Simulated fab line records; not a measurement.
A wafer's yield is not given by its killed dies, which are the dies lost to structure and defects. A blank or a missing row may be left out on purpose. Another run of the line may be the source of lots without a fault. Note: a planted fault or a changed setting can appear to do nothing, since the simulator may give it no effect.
Comparing a struck lot with a sound one    flow berkeley_cmos170    14 steps out of a route of 331
Sound: these wafers, L530.3, L530.5, L530.6. Struck: wafer L539.1 (L539.3, L539.6, from the same lot, were not struck and are left out); the cause is given at the end.
Per side, at each step with rows, come the tool, then ch with its chambers, and then its first start. Under that, the readings that differ: sound wafers    struck wafers    difference of the means    sigmas: that difference in standard deviations of wafers without a fault.
alike: words and numbers the same on both sides, and readings whose means are apart by under 2 such deviations; not compared: readings that were withheld, readings missing a value for some wafer, numbers with overlapping values and no deviation given by the record, and bounds like >300 which may hide the same value.
The two part at a step that has a row with sigmas, a row that says differs or no value, or rows on one side only. Numbers that don't overlap but have no deviation are shown without sigmas and don't part them. A reading missing from all wafers of one side parts the sides only when that side holds two or more wafers.

UCB170_START_BOW_MEAS_00:
  struck on film_metro-02, day 3 12:00; sound on film_metro-03, day 1 15:02
  alike: INCOMING_BOW
then, 2 steps without rows for these wafers: UCB170_START_CLEAN_01 (cleans in dHF, time 60 s); UCB170_START_OXIDATION_02 (target thk 20 nm, ox time 1800 s).
UCB170_START_THK_MEAS_03:
  struck on film_metro-02, day 3 16:25; sound on film_metro-03, day 1 18:11
  alike: START_OXIDE_THK
then, 7 steps without rows for these wafers: UCB170_START_ANNEAL_04 (time 1200 s); UCB170_ZERO_HMDS_00 (prime time 60 s); UCB170_ZERO_COAT_01 (resist thk 900 nm); UCB170_ZERO_SOFTBAKE_02 (time 60 s); UCB170_ZERO_EXPOSE_03 (exposes mask PM MARKS, target cd 4000 nm); UCB170_ZERO_PEB_04; UCB170_ZERO_DEVELOP_05 (develop time 45 s).
UCB170_ZERO_ETCH_06: etches SiO2 in CHF3/CF4/Ar, time 12 s.
  sound on rie_diel-04 ch 0,2,3, day 1 23:23; struck on rie_diel-04 ch 0, day 3 21:52
reading                         sound                struck  difference  sigmas
chamber_pressure_mTorr (mTorr)  100.04 100.13 99.86  99.81   -0.20       -2
oes_product_au (a.u.)           0.615 0.631 0.629    0.593   -0.032      -3
over_etch_frac                  1.58 1.58 1.58       1.847   +0.267      
  alike: drypump_motor_current_A, throttle_valve_pct
  not compared: rf_hours_counter_h
UCB170_ZERO_STRIP_07: strips in O2.
  sound on plasma_asher-03 ch 0,1, day 1 23:26; struck on plasma_asher-02 ch 0, day 3 21:53
reading                 sound              struck  difference                    sigmas
oes_product_au (a.u.)   0.734 0.726 0.726  0.739   +0.010                        +2
rf_hours_counter_h (h)  - - -              39      no value on the sound wafers  
  alike: chamber_pressure_mTorr, drypump_motor_current_A, strip_time_to_endpoint_s
UCB170_M3_PROBE_99:
  rows exist in the record for the sound wafers here (prober-02, day 7 19:18), none for the struck ones

## WHERE THEY PART
Earliest at UCB170_ZERO_ETCH_06; latest, in this record, at UCB170_M3_PROBE_99.

WHY: what the simulator had put in
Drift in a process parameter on rie_diel-04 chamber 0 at UCB170_ZERO_ETCH_06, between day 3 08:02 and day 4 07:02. Setting over_etch_frac, moved by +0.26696, from 1.58. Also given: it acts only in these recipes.
